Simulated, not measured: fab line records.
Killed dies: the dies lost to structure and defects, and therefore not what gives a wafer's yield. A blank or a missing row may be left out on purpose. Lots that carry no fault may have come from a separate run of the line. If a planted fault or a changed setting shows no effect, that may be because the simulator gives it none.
Check for tools in common + flow berkeleyCmos170 + 14 lots, 42 wafers sampled

## WHAT PROMPTED THE OPENING
2 of 14 lots carry a flag on the reading PSD_TW at UCB170_PSD_TW_MEAS_10. No-fault wafers: 2326, standard deviation 22.
Rule: a lot gets a flag if all its wafers with a number sit over 4 standard deviations from that mean, or if no wafer of it has a number. The rest of the lots are taken to be sound.

| lot  | measured     | on           | PSD_TW, wafer by wafer | flag    |
|------|--------------|--------------|------------------------|---------|
| L118 | day 7 20:38  | filmMetro-04 | 2354 2352 2343         |         |
| L119 | day 7 20:52  | filmMetro-04 | 2362 2348 2358         |         |
| L122 | day 8 08:02  | filmMetro-02 | 2344 2343 2344         |         |
| L120 | day 8 08:10  | filmMetro-04 | 2320 2312 2306         |         |
| L124 | day 9 03:29  | filmMetro-02 | 2355 2357 2357         |         |
| L126 | day 9 03:44  | filmMetro-02 | 2359 2368 2352         |         |
| L125 | day 9 04:28  | filmMetro-02 | 2363 2373 2363         |         |
| L129 | day 9 17:30  | filmMetro-04 | 2298 2312 2309         |         |
| L133 | day 10 18:58 | filmMetro-03 | 2322 2320 2327         |         |
| L136 | day 11 01:41 | filmMetro-03 | 2318 2321 2323         |         |
| L134 | day 11 01:56 | filmMetro-03 | 2072 2079 2067         | FLAGGED |
| L138 | day 11 22:48 | filmMetro-03 | 2073 2089 2084         | FLAGGED |
| L139 | day 11 23:04 | filmMetro-03 | 2310 2310 2314         |         |
| L141 | day 12 12:31 | filmMetro-03 | 2320 2332 2325         |         |
The numbers of the flagged lots are 2077 on average: -249 against the usual, or -11 standard deviations.

## WHICH TOOL EACH LOT WENT THROUGH
The record holds 2 process steps before the reading, out of a route of 331 steps. Every cell lists first the tool, next ch and the chambers used by the sampled wafers, and last the start.
| lot  | flag    | UCB170_PSD_IMPLANT_08           | UCB170_PSD_STRIP_09                 |
|------|---------|---------------------------------|-------------------------------------|
| L118 |         | implanter-02 ch 0, day 7 20:23  | plasmaAsher-04 ch 0, day 7 20:31    |
| L119 |         | implanter-01 ch 0, day 7 20:37  | plasmaAsher-01 ch 0,1, day 7 20:46  |
| L122 |         | implanter-02 ch 0, day 8 07:49  | plasmaAsher-01 ch 0,1, day 8 07:58  |
| L120 |         | implanter-01 ch 0, day 8 07:56  | plasmaAsher-04 ch 0,1, day 8 08:04  |
| L124 |         | implanter-01 ch 0, day 9 03:16  | plasmaAsher-01 ch 0,1, day 9 03:23  |
| L126 |         | implanter-02 ch 0, day 9 03:29  | plasmaAsher-04 ch 0,1, day 9 03:38  |
| L125 |         | implanter-01 ch 0, day 9 04:16  | plasmaAsher-01 ch 0,1, day 9 04:23  |
| L129 |         | implanter-01 ch 0, day 9 17:16  | plasmaAsher-01 ch 0,1, day 9 17:23  |
| L133 |         | implanter-04 ch 0, day 10 18:46 | plasmaAsher-03 ch 0,1, day 10 18:52 |
| L136 |         | implanter-04 ch 0, day 11 01:28 | plasmaAsher-03 ch 0,1, day 11 01:35 |
| L134 | FLAGGED | implanter-01 ch 0, day 11 01:43 | plasmaAsher-04 ch 0,1, day 11 01:52 |
| L138 | FLAGGED | implanter-01 ch 0, day 11 22:33 | plasmaAsher-03 ch 0, day 11 22:42   |
| L139 |         | implanter-04 ch 0, day 11 22:49 | plasmaAsher-04 ch 1, day 11 22:58   |
| L141 |         | implanter-02 ch 0, day 12 12:17 | plasmaAsher-03 ch 0,1, day 12 12:25 |
What the steps here do:
- UCB170_PSD_IMPLANT_08
- UCB170_PSD_STRIP_09: strips in O2.
- UCB170_PSD_TW_MEAS_10

## FLAGGED OVER TOTAL, TOOL BY TOOL (the gauges that took the reading come last)
| step                  | tool           | lots run | flagged | share of the flagged lots | sound lots run after its first flagged lot |
|-----------------------|----------------|----------|---------|---------------------------|--------------------------------------------|
| UCB170_PSD_IMPLANT_08 | implanter-01   | 7        | 2       | all                       | 0                                          |
| UCB170_PSD_IMPLANT_08 | implanter-02   | 4        | 0       | none                      | -                                          |
| UCB170_PSD_IMPLANT_08 | implanter-04   | 3        | 0       | none                      | -                                          |
| UCB170_PSD_STRIP_09   | plasmaAsher-01 | 5        | 0       | none                      | -                                          |
| UCB170_PSD_STRIP_09   | plasmaAsher-03 | 4        | 1       | some                      | 1 (L141)                                   |
| UCB170_PSD_STRIP_09   | plasmaAsher-04 | 5        | 1       | some                      | 1 (L139)                                   |
| UCB170_PSD_TW_MEAS_10 | filmMetro-02   | 4        | 0       | none                      | -                                          |
| UCB170_PSD_TW_MEAS_10 | filmMetro-03   | 6        | 2       | all                       | 2 (L139,L141)                              |
| UCB170_PSD_TW_MEAS_10 | filmMetro-04   | 4        | 0       | none                      | -                                          |

## WHAT THE TABLE ALLOWS
implanter-01 at UCB170_PSD_IMPLANT_08 and filmMetro-03 at UCB170_PSD_TW_MEAS_10 are the 2 rows of the table that ran each flagged lot.
- implanter-01 at UCB170_PSD_IMPLANT_08: 2 of its 7 lots flagged. Its last sound lot is L129 (day 9 17:16), its first flagged lot L134 (day 11 01:43): a fault that began between those two fits. Its own readings lie more than 4 standard deviations out on every wafer of the flagged lots: doseIonsCm2, faradayCurrentUA.
- filmMetro-03 at UCB170_PSD_TW_MEAS_10: 2 of its 6 lots flagged. Sound lots ran on it after the first flagged one (L139, L141), which a lasting fault on the whole tool wouldn't allow.
implanter-01 at UCB170_PSD_IMPLANT_08 is the single tool remaining.

## WHAT THE SIMULATOR HAD INSERTED
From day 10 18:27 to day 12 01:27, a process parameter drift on implanter-01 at UCB170_PSD_IMPLANT_08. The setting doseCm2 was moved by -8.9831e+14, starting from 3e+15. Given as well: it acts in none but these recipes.
Lots struck among those shown: L134, L138. This agrees with what the rule above found.
